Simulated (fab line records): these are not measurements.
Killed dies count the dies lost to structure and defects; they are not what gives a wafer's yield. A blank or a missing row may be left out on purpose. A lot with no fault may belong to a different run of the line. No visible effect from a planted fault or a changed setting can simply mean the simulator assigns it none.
Comparing a struck lot with a sound one + flow ritCmos + 17 steps out of a route of 202
Sound: wafers L300.3, L300.5, L300.6. Struck: wafers L302.3, L302.4, L302.5. The cause is named last.
Order at every step that has rows: each side's tool, ch and its chambers, its first start. Under that, the readings that differ: sound wafers + struck wafers + difference of the means + sigmas: that difference in standard deviations of wafers without a fault.
alike: a reading whose means differ by less than 2 such deviations, as well as words and numbers matching on both sides. not compared: withheld readings; readings where some wafer has no value; bounds like >300 that might hide an equal value; numbers whose values overlap and for which the record gives no deviation.
The two part at a step that has a row with sigmas, a row that says differs or no value, or rows on one side only. Non-overlapping numbers with no deviation appear without sigmas and do not part them. A reading missing from all wafers of one side parts the sides only when that side holds two or more wafers.

RIT_CONTACT_STRIP_12: strips in O2, time 180 s.
  sound on plasmaAsher-01 ch 0,1, day 4 02:13; struck on plasmaAsher-01 ch 0,1, day 4 14:43
  alike: drypumpMotorCurrentA
  not compared: rfHoursCounterH
RIT_CONTACT_CD_MEAS_90: the cd target is 1000 nm.
  sound on cdSem-02, day 4 02:22; struck on cdSem-02, day 4 14:52
  alike: cdNm
then, 2 steps without rows for these wafers: RIT_CONTACT_CLEAN_13 (cleans in SC1, time 600 s); RIT_CONTACT_CLEAN_14 (cleans in SC2, time 600 s).
RIT_M1_SPUTTER_00: material Al, target thk 400 nm, time 500 s.
  sound on pvdSputter-01, day 4 02:49; struck on pvdSputter-01, day 4 15:29
  alike: throttleValvePct
RIT_M1_RS_MEAS_01: uses a four-point probe to measure.
  sound on filmMetro-02, day 4 03:08; struck on filmMetro-03, day 4 15:50
| reading           | sound                | struck               | difference | sigmas |
|-------------------|----------------------|----------------------|------------|--------|
| M1_AL_RS (ohm/sq) | 0.0710 0.0724 0.0715 | 0.0742 0.0737 0.0737 | +0.0022    | +3     |
RIT_M1_THK_MEAS_02: measures by xrf.
  sound on filmMetro-02, day 4 03:14; struck on filmMetro-03, day 4 15:56
| reading        | sound       | struck      | difference | sigmas |
|----------------|-------------|-------------|------------|--------|
| M1_AL_THK (nm) | 416 407 413 | 397 400 398 | -14        | -3     |
then, 5 steps without rows for these wafers: RIT_M1_HMDS_03 (prime time 61.38 s); RIT_M1_COAT_04 (resist thk 1300 nm); RIT_M1_SOFTBAKE_05 (time 60 s); RIT_M1_EXPOSE_06 (exposes mask M12, target cd 2600 nm); RIT_M1_PEB_07.
RIT_M1_DEVELOP_08: develop time 68 s.
  sound on lithoTrack-04 ch 0, day 4 04:00; struck on lithoTrack-02 ch 0, day 4 16:00
RIT_M1_CD_MEAS_09: the cd target is 2600 nm.
  sound on cdSem-01, day 4 04:23; struck on cdSem-01, day 4 17:01
| reading   | sound                | struck | difference                    | sigmas |
|-----------|----------------------|--------|-------------------------------|--------|
| cdNm (nm) | 2599.4 2601.0 2598.3 | - - -  | no value on the struck wafers |        |
RIT_M1_OVL_MEAS_10:
  sound on overlay-02, day 4 04:29; struck on overlay-01, day 4 17:06
| reading     | sound       | struck | difference                    | sigmas |
|-------------|-------------|--------|-------------------------------|--------|
| M1_OVL (nm) | 2.3 1.5 2.4 | - - -  | no value on the struck wafers |        |
then, 1 step without rows for these wafers: RIT_M1_HARDBAKE_11 (time 120 s).
RIT_M1_PROBE_99:
  sound on prober-01, day 4 07:07; struck on prober-01, day 4 19:45
| reading                 | sound             | struck         | difference | sigmas      |
|-------------------------|-------------------|----------------|------------|-------------|
| defectLimitedYield (%)  | 96.2 98.9 99.2    | 0 0 0          | -98        | -89         |
| killed_at_M0_to_M3      | 0 0 0             | 257 258 260    | +258       | +99 or more |
| killedDies              | 10 3 2            | 264 264 264    | +259       | +89         |
| killedOnRim             | 5 1 1             | 70 70 70       | +68        | +48         |
| sort_bin_5_function (%) | 3.0 1.1 0.8       | 98.1 99.6 99.6 | +97.5      | +99 or more |
| sortNPass               | 254.0 261.0 262.0 | 0 0 0          | -259       | -89         |
| sortYieldPct (%)        | 96.2 98.9 99.2    | 0 0 0          | -98        | -89         |
  alike: killedAtContacts, killedAtFrontEnd, killedOpen, killedShort, sort_bin_3_pad_short, sort_bin_6_memory

== WHERE THEY PART ==
Earliest at RIT_M1_RS_MEAS_01; latest, in this record, at RIT_M1_PROBE_99.

WHY: whatever the simulator had introduced
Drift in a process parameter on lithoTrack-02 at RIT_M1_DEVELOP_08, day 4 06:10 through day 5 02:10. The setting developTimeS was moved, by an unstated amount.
